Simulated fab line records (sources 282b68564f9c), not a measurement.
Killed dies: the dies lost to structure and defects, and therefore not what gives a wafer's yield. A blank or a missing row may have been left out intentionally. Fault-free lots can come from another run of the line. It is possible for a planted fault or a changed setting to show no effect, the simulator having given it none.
fab line records | flow rit_cmos | part 2 of 2: steps 33 to 33 of 33
[record] lots = 5 | wafers = 23
route steps=202 shown PWELL@47 NRETRO@54 PRETRO@65 GATE@91 NLDD@104 PLDD@116 SPACER@128 NSD@138 PSD@144 M1@202
start_h: hours from the record's opening day to when the first of the lot's shown wafers began | wait_h: how many hours have passed since the lot's step before this one | " same as the row above | L1.1+2: one row covering several wafers at once | - no value, or no start given | * or withheld: withheld | < > ~ a bound
route shown NAME@n: a module of which the file shows steps, and the number in the route of the first | usual: the fault-free wafers' mean and standard deviation | same: alike in all rows | chamber/n: place in a boat | sites: each site's reading | _std_site: how widely they spread, as a standard deviation | _edge_site: the outer-site mean with the inner-site mean subtracted | radius_mm: how far each site lies from the wafer's centre | mask NAME#n: copy n | behind: tool/chamber where the wafer was last shaped | hold: reason for holding the lot/hours on hold/outcome of the hold | device: the n, p or np transistor that did not switch | end of line: at the end of the route, the tests of the same wafers | for a step that has no rows: nothing shown but its recipe | killed: the dies lost at the first sort to structure and to defects; this is not the yield of the wafer | map: dies across one wafer; x = killed, . = not, _ = none there
set.NAME: the run value of the setting; set.NAME@STEP: its run value at that earlier step | model.NAME: the simulator's own value behind a step, which no gauge read
lots with deliberately changed settings; one table per step, one row per wafer
[[steps]]
[step RIT_M1_PROBE_99]
[usual] killed_at_contacts = 0.1/0.28 | killed_at_front_end = 6.1/2.6 | killed_dies = 6.2/2.6 | killed_open = 3.1/1.8 | killed_short = 3.2/2
[same] gross_dies = 264 | killed_at_M0_to_M3 = 0 | killed_at_M4_up = 0 | killed_at_back_side = 0 | killed_at_other = 0
lot.wafer | tool      | chamber | start_h | wait_h | set.develop_time_s@GATE_DEVELOP_15 | set.energy_kev@PLDD_IMPLANT_08 | set.time_s@PSD_SOFTBAKE_02 | killed_at_contacts | killed_at_front_end | killed_dies | killed_open | killed_short | model.etest.nmos_0p15.drive_ua_um | model.etest.nmos_0p15.r_on_ohm_um | model.etest.nmos_0p3.r_on_ohm_um | model.etest.npoly_line.line_ohm_um | model.etest.pldd.rs_ohm_sq | model.etest.pmos_0p15.r_on_ohm_um | model.etest.pmos_0p3.r_on_ohm_um | model.etest.ppoly_line.line_ohm_um
L075.1    | prober-02 | -       | 71.29   | 0.1    | 50                                 | 20                             | 60                         | 0                  | 1                   | 1           | 1           | 0            | 472.2                             | 1115                              | 2147                             | 168.3                              | 503.9                      | 2755                              | 6205                             | 159.7
L075.2    | prober-02 | -       | 71.34   | 0.1    | 50                                 | 20                             | 60                         | 0                  | 6                   | 6           | 4           | 2            | 466.7                             | 1185                              | 2170                             | 160.9                              | 491.5                      | 2820                              | 6265                             | 159.8
L075.5    | prober-02 | -       | 71.49   | 0.2    | 50                                 | 20                             | 60                         | 0                  | 7                   | 7           | 2           | 5            | 460.6                             | 1201                              | 2203                             | 163.3                              | 508.5                      | 2852                              | 6249                             | 161.1
L077.2    | prober-01 | -       | 78.03   | 0.1    | 43.84                              | 20.35                          | 56.15                      | 0                  | 76                  | 76          | 1           | 6            | -                                 | -                                 | -                                | -                                  | -                          | -                                 | -                                | -
L077.3    | prober-01 | -       | 78.08   | 0.2    | 43.84                              | 20                             | 56.15                      | 0                  | 76                  | 76          | 2           | 3            | 368.3                             | 1305                              | 2357                             | 129.7                              | 482.9                      | 3422                              | 7067                             | 124.2
L077.4    | prober-01 | -       | 78.13   | 0.2    | 43.84                              | 20                             | 56.15                      | 0                  | 76                  | 76          | 4           | 5            | 362.7                             | 1331                              | 2390                             | 122.9                              | 476.2                      | 3461                              | 6969                             | 118.8
L077.5    | prober-01 | -       | 78.18   | 0.2    | 50                                 | 20.35                          | 60                         | 1                  | 5                   | 6           | 4           | 2            | 446.7                             | 1146                              | 2214                             | 163.8                              | 462.1                      | 2792                              | 6508                             | 156.4
L077.6    | prober-01 | -       | 78.23   | 0.2    | 50                                 | 20.35                          | 60                         | 0                  | 6                   | 6           | 3           | 3            | 438.8                             | 1210                              | 2242                             | 159.3                              | 462.9                      | 2856                              | 6476                             | 154.3
L076.1    | prober-02 | -       | 79.48   | 0.1    | 50                                 | 20                             | 60                         | 0                  | 4                   | 4           | 1           | 3            | 468.9                             | 1119                              | 2146                             | 166.7                              | 475.9                      | 2717                              | 6220                             | 158.1
L076.2    | prober-02 | -       | 79.53   | 0.1    | 54.78                              | 19.03                          | 60                         | 0                  | 11                  | 11          | 7           | 3            | 528.6                             | 1065                              | 2102                             | 196.5                              | 541.5                      | 2507                              | 6089                             | 191.7
L076.3    | prober-02 | -       | 79.58   | 0.2    | 54.78                              | 19.03                          | 60                         | 0                  | 2                   | 2           | 2           | 0            | 525.6                             | 1068                              | 2100                             | 196.4                              | 553.4                      | 2579                              | 6066                             | 185.5
L076.4    | prober-02 | -       | 79.63   | 0.2    | 50                                 | 20                             | 53.79                      | 0                  | 10                  | 10          | 6           | 4            | 468.7                             | 1132                              | 2162                             | 170.1                              | 489.1                      | 2686                              | 6256                             | 164.9
L076.5    | prober-02 | -       | 79.68   | 0.2    | 50                                 | 19.03                          | 53.79                      | 0                  | 7                   | 7           | 3           | 4            | 463.5                             | 1148                              | 2145                             | 164.8                              | 551                        | 2843                              | 6274                             | 160.9
L078.1    | prober-01 | -       | 85.38   | 0.1    | 50                                 | 20                             | 53.16                      | 0                  | 6                   | 6           | 3           | 3            | 482.2                             | 1050                              | 2083                             | 170.7                              | 498.9                      | 2701                              | 6256                             | 162.5
L078.2    | prober-01 | -       | 85.43   | 0.1    | 50                                 | 18.98                          | 53.16                      | 0                  | 4                   | 4           | 3           | 1            | 470.6                             | 1044                              | 2125                             | 164.3                              | 559.6                      | 2794                              | 6311                             | 157.5
L078.3    | prober-01 | -       | 85.48   | 0.2    | 50                                 | 20                             | 60                         | 0                  | 4                   | 4           | 3           | 1            | 462.6                             | 1109                              | 2143                             | 164.1                              | 543.2                      | 2791                              | 6339                             | 160.8
L078.5    | prober-01 | -       | 85.58   | 0.2    | 50                                 | 18.98                          | 53.16                      | 0                  | 12                  | 12          | 3           | 9            | 475.6                             | 1064                              | 2087                             | 163.7                              | 554.8                      | 2872                              | 6417                             | 156.2
L078.6    | prober-01 | -       | 85.63   | 0.2    | 50                                 | 20                             | 60                         | 0                  | 7                   | 7           | 2           | 5            | 476.8                             | 1054                              | 2101                             | 165.1                              | 518.3                      | 2735                              | 6275                             | 158.8
L085.2    | prober-02 | -       | 121.20  | 0.1    | 54.36                              | 20                             | 57.43                      | 0                  | 5                   | 5           | 2           | 2            | 542.6                             | 1063                              | 2084                             | 201.5                              | 495.1                      | 2444                              | 6009                             | 197
L085.3    | prober-02 | -       | 121.25  | 0.2    | 50                                 | 20                             | 60                         | 0                  | 7                   | 7           | 6           | 1            | 465.7                             | 1134                              | 2171                             | 162.2                              | 482                        | 2736                              | 6235                             | 157.1
L085.4    | prober-02 | -       | 121.30  | 0.2    | 54.36                              | 20                             | 57.43                      | 1                  | 6                   | 7           | 3           | 3            | 554.1                             | 1028                              | 2051                             | 206.7                              | 494.1                      | 2396                              | 5989                             | 201.2
L085.5    | prober-02 | -       | 121.35  | 0.2    | 50                                 | 20                             | 60                         | 0                  | 12                  | 12          | 8           | 4            | 472.7                             | 1128                              | 2160                             | 168.2                              | 494.4                      | 2740                              | 6286                             | 162.2
L085.6    | prober-02 | -       | 121.40  | 0.2    | 54.36                              | 20                             | 57.43                      | 0                  | 8                   | 8           | 3           | 3            | 547.9                             | 1060                              | 2074                             | 196.6                              | 491.9                      | 2421                              | 5881                             | 193.3
// killed by level:class
L075.1 GATE:geometric_particle:open=1
L075.2 FOX1:geometric_particle:open=2 GATE:geometric_particle:short=1 REOX:geometric_particle:open=1 SPACER:geometric_particle:open=1 SPACER:geometric_particle:short=1
L075.5 FOX1:geometric_particle:short=3 FOX2:geometric_particle:open=1 FOX2:geometric_particle:short=1 GATE:geometric_particle:open=1 GATE:geometric_particle:short=1
L077.2 GATE:area_develop=69 SILICIDE:geometric_particle:short=3 FOX1:geometric_particle:short=1 GATE:geometric_particle:short=1 SPACER:geometric_particle:short=1 SPACER:geometric_particle:open=1
L077.3 GATE:area_develop=71 SILICIDE:geometric_particle:short=2 GATE:geometric_particle:open=1 GATE:geometric_particle:short=1 SILICIDE:geometric_particle:open=1
L077.4 GATE:area_develop=67 FOX2:geometric_particle:short=3 GATE:geometric_particle:open=2 GATE:geometric_particle:short=1 REOX:geometric_particle:open=1 SPACER:geometric_particle:open=1 SPACER:geometric_particle:short=1
L077.5 SPACER:geometric_particle:open=2 GATE:geometric_particle:open=1 GATE:geometric_particle:short=1 SILICIDE:geometric_particle:open=1 CONTACT:geometric_particle:short=1
L077.6 SILICIDE:geometric_particle:short=2 FOX1:geometric_particle:open=1 GATE:geometric_particle:short=1 REOX:geometric_particle:open=1 SPACER:geometric_particle:open=1
L076.1 FOX2:geometric_particle:short=1 GATE:geometric_particle:open=1 GATE:geometric_particle:short=1 SPACER:geometric_particle:short=1
L076.2 GATE:geometric_particle:open=5 GATE:geometric_particle:short=2 FOX2:geometric_particle:open=1 REOX:geometric_particle:short=1 SPACER:geometric_particle:open=1 GATE:area_develop=1
L076.3 FOX2:geometric_particle:open=1 GATE:geometric_particle:open=1
L076.4 FOX2:geometric_particle:open=3 GATE:geometric_particle:short=3 REOX:geometric_particle:open=2 GATE:geometric_particle:open=1 REOX:geometric_particle:short=1
L076.5 GATE:geometric_particle:short=4 GATE:geometric_particle:open=2 FOX2:geometric_particle:open=1
L078.1 GATE:geometric_particle:short=3 GATE:geometric_particle:open=2 FOX1:geometric_particle:open=1
L078.2 GATE:geometric_particle:open=1 GATE:geometric_particle:short=1 REOX:geometric_particle:open=1 SPACER:geometric_particle:open=1
L078.3 SILICIDE:geometric_particle:open=2 GATE:geometric_particle:open=1 GATE:geometric_particle:short=1
L078.5 GATE:geometric_particle:short=6 GATE:geometric_particle:open=3 FOX1:geometric_particle:short=1 FOX2:geometric_particle:short=1 SILICIDE:geometric_particle:short=1
L078.6 GATE:geometric_particle:short=2 SILICIDE:geometric_particle:short=2 GATE:geometric_particle:open=1 REOX:geometric_particle:short=1 REOX:geometric_particle:open=1
L085.2 GATE:geometric_particle:short=1 REOX:geometric_particle:short=1 REOX:geometric_particle:open=1 SILICIDE:geometric_particle:open=1 GATE:area_develop=1
L085.3 GATE:geometric_particle:open=6 GATE:geometric_particle:short=1
L085.4 GATE:geometric_particle:short=1 REOX:geometric_particle:open=1 REOX:geometric_particle:short=1 SPACER:geometric_particle:open=1 SILICIDE:geometric_particle:short=1 CONTACT:geometric_particle:open=1 GATE:area_develop=1
L085.5 SILICIDE:geometric_particle:open=4 GATE:geometric_particle:short=3 GATE:geometric_particle:open=2 SPACER:geometric_particle:open=2 SILICIDE:geometric_particle:short=1
L085.6 REOX:geometric_particle:open=2 GATE:area_develop=2 FOX1:geometric_particle:short=1 GATE:geometric_particle:short=1 REOX:geometric_particle:short=1 SILICIDE:geometric_particle:open=1
[[key]]
[split] step = RIT_PWELL_IMPLANT_08 | setting = energy_kev | stated = 170 | by = wafer
[response] step = RIT_PWELL_IMPLANT_08 | reading = model.implant.rp_nm | change = +3.66 | per = 1% | r = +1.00
[response] step = RIT_PWELL_IMPLANT_08 | reading = model.implant.drp_nm | change = +0.301 | per = 1% | r = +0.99
[split] step = RIT_NRETRO_COAT_01 | setting = resist_thk_nm | stated = 1300 | by = wafer
[response] step = RIT_NRETRO_COAT_01 | reading = model.NOVOLAK_of_NRETRO_COAT_01.thk_nm | change = +13 | per = 1% | r = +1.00
[response] step = RIT_NRETRO_HARDBAKE_07 | reading = model.NOVOLAK_of_NRETRO_COAT_01.thk_nm | change = +11.2 | per = 1% | r = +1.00
[split] step = RIT_NRETRO_IMPLANT_08 | setting = energy_kev | stated = 70 | by = wafer
[response] step = RIT_NRETRO_IMPLANT_08 | reading = model.implant.rp_nm | change = +0.873 | per = 1% | r = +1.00
[response] step = RIT_NRETRO_IMPLANT_08 | reading = model.implant.drp_nm | change = +0.285 | per = 1% | r = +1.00
[split] step = RIT_PRETRO_COAT_01 | setting = spin_rpm | stated = 2000 | by = wafer
[response] step = RIT_PRETRO_COAT_01 | reading = model.NOVOLAK_of_PRETRO_COAT_01.thk_nm | change = -6.35 | per = 1% | r = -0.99
[response] step = RIT_PRETRO_HARDBAKE_07 | reading = model.NOVOLAK_of_PRETRO_COAT_01.thk_nm | change = -5.47 | per = 1% | r = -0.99
[split] step = RIT_PRETRO_IMPLANT_08 | setting = energy_kev | stated = 45 | by = wafer
[response] step = RIT_PRETRO_IMPLANT_08 | reading = model.implant.rp_nm | change = +1.36 | per = 1% | r = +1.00
[response] step = RIT_PRETRO_IMPLANT_08 | reading = model.implant.drp_nm | change = +0.327 | per = 1% | r = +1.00
[split] step = RIT_GATE_DEVELOP_15 | setting = develop_time_s | stated = 50 | by = wafer
[response] step = RIT_GATE_ETCH_19 | reading = model.GATE.cd_nm | change = -1.66 | per = 1% | r = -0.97
[response] step = RIT_M1_PROBE_99 | reading = model.etest.nmos_0p15.r_on_ohm_um | change = -9.45 | per = 1% | r = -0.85
[response] step = RIT_M1_PROBE_99 | reading = model.etest.nmos_0p15.drive_ua_um | change = +7 | per = 1% | r = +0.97
[response] step = RIT_M1_PROBE_99 | reading = model.etest.pmos_0p3.r_on_ohm_um | change = -32.9 | per = 1% | r = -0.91
[response] step = RIT_M1_PROBE_99 | reading = model.etest.pmos_0p15.r_on_ohm_um | change = -37.7 | per = 1% | r = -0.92
[response] step = RIT_M1_PROBE_99 | reading = model.etest.nmos_0p3.r_on_ohm_um | change = -9.53 | per = 1% | r = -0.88
[response] step = RIT_M1_PROBE_99 | reading = model.etest.npoly_line.line_ohm_um | change = +3.26 | per = 1% | r = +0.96
[response] step = RIT_M1_PROBE_99 | reading = model.etest.ppoly_line.line_ohm_um | change = +3.18 | per = 1% | r = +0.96
[split] step = RIT_NLDD_COAT_01 | setting = resist_thk_nm | stated = 1000 | by = wafer
[response] step = RIT_NLDD_COAT_01 | reading = model.NOVOLAK_of_NLDD_COAT_01.thk_nm | change = +9.88 | per = 1% | r = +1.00
[response] step = RIT_NLDD_HARDBAKE_07 | reading = model.NOVOLAK_of_NLDD_COAT_01.thk_nm | change = +8.65 | per = 1% | r = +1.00
[split] step = RIT_NLDD_IMPLANT_08 | setting = dose_cm2 | stated = 5e+14 | by = wafer
response none in this file
[split] step = RIT_PLDD_SOFTBAKE_02 | setting = temp_c | stated = 90 | by = wafer
[response] step = RIT_PLDD_DEVELOP_05 | reading = model.NOVOLAK_of_PLDD_COAT_01.thk_nm | change = -2.64 | per = 1% | r = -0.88
[split] step = RIT_PLDD_IMPLANT_08 | setting = energy_kev | stated = 20 | by = wafer
[response] step = RIT_PLDD_IMPLANT_08 | reading = model.implant.rp_nm | change = +0.133 | per = 1% | r = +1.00
[response] step = RIT_PLDD_IMPLANT_08 | reading = model.implant.drp_nm | change = +0.069 | per = 1% | r = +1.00
[response] step = RIT_M1_PROBE_99 | reading = model.etest.pldd.rs_ohm_sq | change = -10.3 | per = 1% | r = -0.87
[split] step = RIT_SPACER_CVD_03 | setting = sih2cl2_flow_sccm | stated = 60 | by = lot
[response] step = RIT_SPACER_CVD_03 | reading = model.Si3N4_of_SPACER_CVD_03.thk_nm | change = +0.816 | per = 1% | r = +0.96
[response] step = RIT_SPACER_THK_MEAS_04 | reading = SPACER_NITRIDE_THK | change = +0.815 | per = 1% | r = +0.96
[response] step = RIT_SPACER_ETCHBACK_05 | reading = model.etch.depth_nm | change = +0.816 | per = 1% | r = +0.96
[split] step = RIT_NSD_HARDBAKE_07 | setting = temp_c | stated = 140 | by = wafer
[response] step = RIT_NSD_HARDBAKE_07 | reading = model.NOVOLAK_of_NSD_COAT_01.thk_nm | change = -2.35 | per = 1% | r = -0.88
[split] step = RIT_PSD_SOFTBAKE_02 | setting = time_s | stated = 60 | by = wafer
[response] step = RIT_M1_PROBE_99 | reading = killed_at_front_end | shape = bent | at_lowest = 7.3 | at_stated = 6 | at_highest = 6
[response] step = RIT_M1_PROBE_99 | reading = killed_dies | shape = bent | at_lowest = 7.3 | at_stated = 6.1 | at_highest = 6.1
